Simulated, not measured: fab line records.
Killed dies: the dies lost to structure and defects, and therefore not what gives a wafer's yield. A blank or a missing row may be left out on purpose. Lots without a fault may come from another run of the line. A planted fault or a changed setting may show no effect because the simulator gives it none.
fab line records    flow berkeleyCmos170    part 2 of 2: steps 29 to 38 of 38
[record] lots = 5  wafers = 15  lastDay = 14
route steps=331 shown NSD@197 BACKSIDE@199 SDANNEAL@204 PSD@206 PLDD@208 NLDD@209 SILICIDE@210 CONTACT@216
lots that met no fault: from a run of the same line without faults
startH: hours from the record's opening day to when the first of the lot's shown wafers began    waitH: hours from the lot's prior step to this one    " unchanged from the row above    L1.1+2: one row covering several wafers at once    - no value, or no start was given    * or withheld: withheld    < > ~ a bound
route shown NAME@n: names a module that has steps shown in the file, with the first one's number in the route    usual: mean/standard deviation taken from wafers without a fault    same: alike in all rows    chamber/n: place in a boat    sites: the reading at each site    _std_site: standard deviation of those values    _edge_site: mean of outer sites minus mean of inner sites    radiusMm: for every site, how far away it sits from the centre of the wafer    mask NAME#n: copy n    behind: the last tool/chamber to shape the wafer    hold: what put the lot on hold/how long, in hours/how the hold closed    device: transistor that didn't switch, given as n, p or np    end of line: the route-end tests of the same wafers    a step with no rows: only its recipe    killed: dies lost to structure and defects at the first sort, not the wafer's yield    map: a wafer's dies, x killed, . not, _ none there
set.NAME: the setting the step ran with; set.NAME@STEP: the setting that earlier step ran with    model.NAME: the simulator's own value behind a step, which no gauge read
lots at selected steps of the route; one table per step, one row per wafer
services: from which hour (startH, from the record's first day; less than 0 if before it) a tool's chamber was out of use, for how many hours, and why
[[steps]]
[step UCB170_CONTACT_COAT_09]
[recipe] resist = BARC  tempC = withheld  timeS = withheld  spinRpm = 3000  resistThkNm = withheld
lot.wafer   tool           chamber  startH  waitH
L078.3+4+6  lithoTrack-04  0        215.52  0.1
L077.3+5+6  lithoTrack-02  0        217.32  0.1
L088.1+3+6  lithoTrack-02  0        283.93  0.3
L091.2+3+5  lithoTrack-03  0        297.57  0.3
L096.1+2+4  lithoTrack-04  0        326.87  0.3
[step UCB170_CONTACT_COAT_10]
[recipe] resist = KrF  spinRpm = 1500  resistThkNm = 900
lot.wafer   tool           chamber  startH  waitH
L078.3+4+6  lithoTrack-04  0        -       -
L077.3+5+6  lithoTrack-02  0        -       -
L088.1+3+6  lithoTrack-02  0        -       -
L091.2+3+5  lithoTrack-03  0        -       -
L096.1+2+4  lithoTrack-04  0        -       -
[step UCB170_CONTACT_SOFTBAKE_11]
[recipe] resist = KrF  tempC = 130  timeS = 60
[usual] plateTempC = 130.00/0.15
lot.wafer  tool           chamber  startH  waitH  plateTempC
L078.3     lithoTrack-04  0        -       -      130.15
L078.4     "              0        "       "      130.12
L078.6     "              0        "       "      129.92
L077.3     lithoTrack-02  0        -       -      130.01
L077.5     "              0        "       "      129.85
L077.6     "              0        "       "      129.65
L088.1     lithoTrack-02  0        -       -      129.65
L088.3     "              0        "       "      129.83
L088.6     "              0        "       "      129.75
L091.2     lithoTrack-03  0        -       -      130.11
L091.3     "              0        "       "      130.00
L091.5     "              0        "       "      129.91
L096.1     lithoTrack-04  0        -       -      130.03
L096.2     "              0        "       "      129.98
L096.4     "              0        "       "      129.88
[step UCB170_CONTACT_EXPOSE_12]
[recipe] maskId = CONT  targetCdNm = 700  na = 0.5  sigmaOuter = 0.6  sourceShape = conventional  doseMj = 35
lot.wafer   tool           chamber  startH  waitH  mask
L078.3+4+6  krfScanner-02  0        216.09  -      CONT#0
L077.3+5+6  krfScanner-01  0        218.06  -      CONT#0
L088.1+3+6  krfScanner-01  0        284.58  -      CONT#0
L091.2+3+5  krfScanner-01  0        298.15  -      CONT#0
L096.1+2+4  krfScanner-02  0        327.44  -      CONT#0
[step UCB170_CONTACT_PEB_13]
[recipe] pebTempC = 130  pebTimeS = withheld  resist = KrF
[usual] plateTempC = 130.02/0.14
lot.wafer  tool           chamber  startH  waitH  plateTempC
L078.3     lithoTrack-03  0        216.21  0.1    129.92
L078.4     "              0        "       "      129.96
L078.6     "              0        "       "      129.96
L077.3     lithoTrack-04  0        218.35  0.3    129.94
L077.5     "              0        "       "      130.15
L077.6     "              0        "       "      130.06
L088.1     lithoTrack-02  0        285.11  0.5    130.02
L088.3     "              0        "       "      130.11
L088.6     "              0        "       "      130.05
L091.2     lithoTrack-02  0        298.35  0.2    130.03
L091.3     "              0        "       "      129.90
L091.5     "              0        "       "      129.82
L096.1     lithoTrack-02  0        327.56  0.1    130.20
L096.2     "              0        "       "      129.99
L096.4     "              0        "       "      129.96
[step UCB170_CONTACT_DEVELOP_14]
[recipe] developer = TMAH  developTimeS = 45  resist = KrF  devTempC = 21
lot.wafer   tool           chamber  startH  waitH
L078.3+4+6  lithoTrack-03  0        -       -
L077.3+5+6  lithoTrack-04  0        -       -
L088.1+3+6  lithoTrack-02  0        -       -
L091.2+3+5  lithoTrack-02  0        -       -
L096.1+2+4  lithoTrack-02  0        -       -
[step UCB170_CONTACT_CD_MEAS_15]
[recipe] targetCdNm = 700
[usual] cdNm = 700.2/1.5
lot.wafer  tool      chamber  startH  waitH  cdNm
L078.3     cdSem-02  -        216.48  -      699.5
L078.4     "         -        "       "      700.6
L078.6     "         -        "       "      701.2
L077.3     cdSem-01  -        218.61  -      698.4
L077.5     "         -        "       "      699.0
L077.6     "         -        "       "      699.8
L088.1     cdSem-01  -        285.38  -      698.3
L088.3     "         -        "       "      699.8
L088.6     "         -        "       "      699.0
L091.2     cdSem-02  -        298.62  -      703.7
L091.3     "         -        "       "      704.4
L091.5     "         -        "       "      703.2
L096.1     cdSem-01  -        327.84  -      699.8
L096.2     "         -        "       "      698.7
L096.4     "         -        "       "      700.5
[step UCB170_CONTACT_OVL_MEAS_16]
[usual] CONTACT_OVL = -2/5.6
lot.wafer  tool        chamber  startH  waitH  CONTACT_OVL[nm]
L078.3     overlay-02  -        216.57  0.1    5
L078.4     "           -        "       "      1
L078.6     "           -        "       "      8
L077.3     overlay-01  -        218.70  0.1    2
L077.5     "           -        "       "      -1
L077.6     "           -        "       "      3
L088.1     overlay-01  -        285.50  0.1    1
L088.3     "           -        "       "      -5
L088.6     "           -        "       "      -5
L091.2     overlay-02  -        298.73  0.1    7
L091.3     "           -        "       "      1
L091.5     "           -        "       "      0
L096.1     overlay-01  -        327.96  0.1    -7
L096.2     "           -        "       "      -2
L096.4     "           -        "       "      4
[step UCB170_CONTACT_ETCH_17]
[recipe] chemistry = N2/H2  targetDepthA = withheld  overetchA = withheld  target = BARC  timeS = withheld  sourceW = 500  biasW = 100  pressureMtorr = 30  n2FlowSccm = 100  h2FlowSccm = 200
[usual] biasW = 100.02/0.29  drypumpMotorCurrentA = 5.4/0.38  n2FlowSccm = 100.0/0.3  oesProductAu = 1.005/0.027  throttleValvePct = 13.33/0.14
lot.wafer  tool        chamber  startH  waitH  biasW   drypumpMotorCurrentA  n2FlowSccm  oesProductAu  throttleValvePct
L078.3     rieDiel-03  0        216.60  0.0    100.06  6.1                   99.9        1.049         13.14
L078.4     "           3        "       "      100.14  5.0                   100.0       0.993         13.26
L078.6     "           0        "       "      99.95   6.1                   100.0       1.042         13.15
L077.3     rieDiel-03  2        218.73  0.0    99.70   5.2                   99.8        0.980         13.53
L077.5     "           0        "       "      100.11  6.1                   100.5       1.041         13.15
L077.6     "           1        "       "      99.96   6.0                   100.1       1.014         13.33
L088.1     rieDiel-01  0        285.54  0.0    100.23  5.7                   100.4       1.008         13.29
L088.3     "           3        "       "      99.76   6.0                   100.0       1.005         13.40
L088.6     "           1        "       "      99.95   5.2                   100.6       0.942         13.33
L091.2     rieDiel-02  0        298.76  0.0    99.62   5.2                   100.0       1.039         13.19
L091.3     "           1        "       "      99.43   5.4                   99.8        1.017         13.17
L091.5     "           3        "       "      100.04  5.3                   99.8        0.968         13.40
L096.1     rieDiel-01  3        327.99  0.0    99.90   6.0                   100.2       0.998         13.42
L096.2     "           2        "       "      99.88   5.2                   99.9        0.992         13.28
L096.4     "           1        "       "      100.04  5.2                   100.4       0.950         13.34
[step UCB170_CONTACT_ETCH_18]
[recipe] chemistry = CHF3/CF4/Ar  target = PSG  stopOn = TiSi2  CHF3_flow_sccm = 45  cf4FlowSccm = 15  Ar_flow_sccm = 150  pressureMtorr = 200  rfW = 700  targetDepthA = 8400  overEtchFrac = 0.2  timeS = 195
[usual] drypumpMotorCurrentA = 5.4/0.38  oesProductAu = 0.896/0.013  throttleValvePct = 6.96/0.097
[same] overEtchFrac = 0.2
lot.wafer  tool        chamber  startH  waitH  drypumpMotorCurrentA  oesProductAu  rfHoursCounterH  throttleValvePct
L078.3     rieDiel-03  0        -       -      6.1                   0.892         48               6.92
L078.4     "           3        "       "      5.0                   0.904         19               6.94
L078.6     "           0        "       "      6.1                   0.889         -                6.92
L077.3     rieDiel-03  2        -       -      5.2                   0.889         118              7.13
L077.5     "           0        "       "      6.1                   0.889         -                6.93
L077.6     "           1        "       "      6.0                   0.888         -                6.89
L088.1     rieDiel-01  0        -       -      5.7                   0.904         81               6.87
L088.3     "           3        "       "      6.0                   0.898         50               6.98
L088.6     "           1        "       "      5.2                   0.887         -                6.92
L091.2     rieDiel-02  0        -       -      5.3                   0.895         96               6.88
L091.3     "           1        "       "      5.4                   0.909         98               6.85
L091.5     "           3        "       "      5.3                   0.875         -                7.15
L096.1     rieDiel-01  3        -       -      6.0                   0.906         52               6.97
L096.2     "           2        "       "      5.2                   0.909         37               6.93
L096.4     "           1        "       "      5.2                   0.890         48               6.90
[[services]]
tool            chamber  startH  hours  kind
rieDiel-03      0        187.79  5.3    repair
wetBench-01     -        197.07  4.4    pm
rieDiel-02      -        206.82  14.6   pm
krfScanner-02   -        209.82  4.0    pm
krfScanner-02   -        217.68  0.1    repair
rieDiel-03      3        225.83  2.9    repair
krfScanner-02   -        229.65  0.8    pm
krfScanner-01   -        231.31  4.4    pm
wetBench-03     -        233.16  1.4    repair
wetBench-01     -        235.50  36.9   pm
pvdSputter-02   -        249.91  5.8    repair
rieDiel-03      3        250.24  4.5    repair
pvdSputter-02   -        256.41  6.7    repair
lpcvd-02        -        256.93  0.7    repair
rieDiel-02      -        269.25  1.1    repair
lpcvd-01        -        270.33  0.7    repair
rieDiel-02      -        275.05  2.8    pm
pvdSputter-02   -        280.51  3.5    repair
krfScanner-01   -        291.32  1.3    pm
krfScanner-01   -        307.43  1.0    pm
wetBench-03     -        313.20  3.0    repair
rieDiel-02      3        315.64  5.7    repair
plasmaAsher-03  -        318.77  1.4    repair
krfScanner-02   -        320.98  1.0    repair
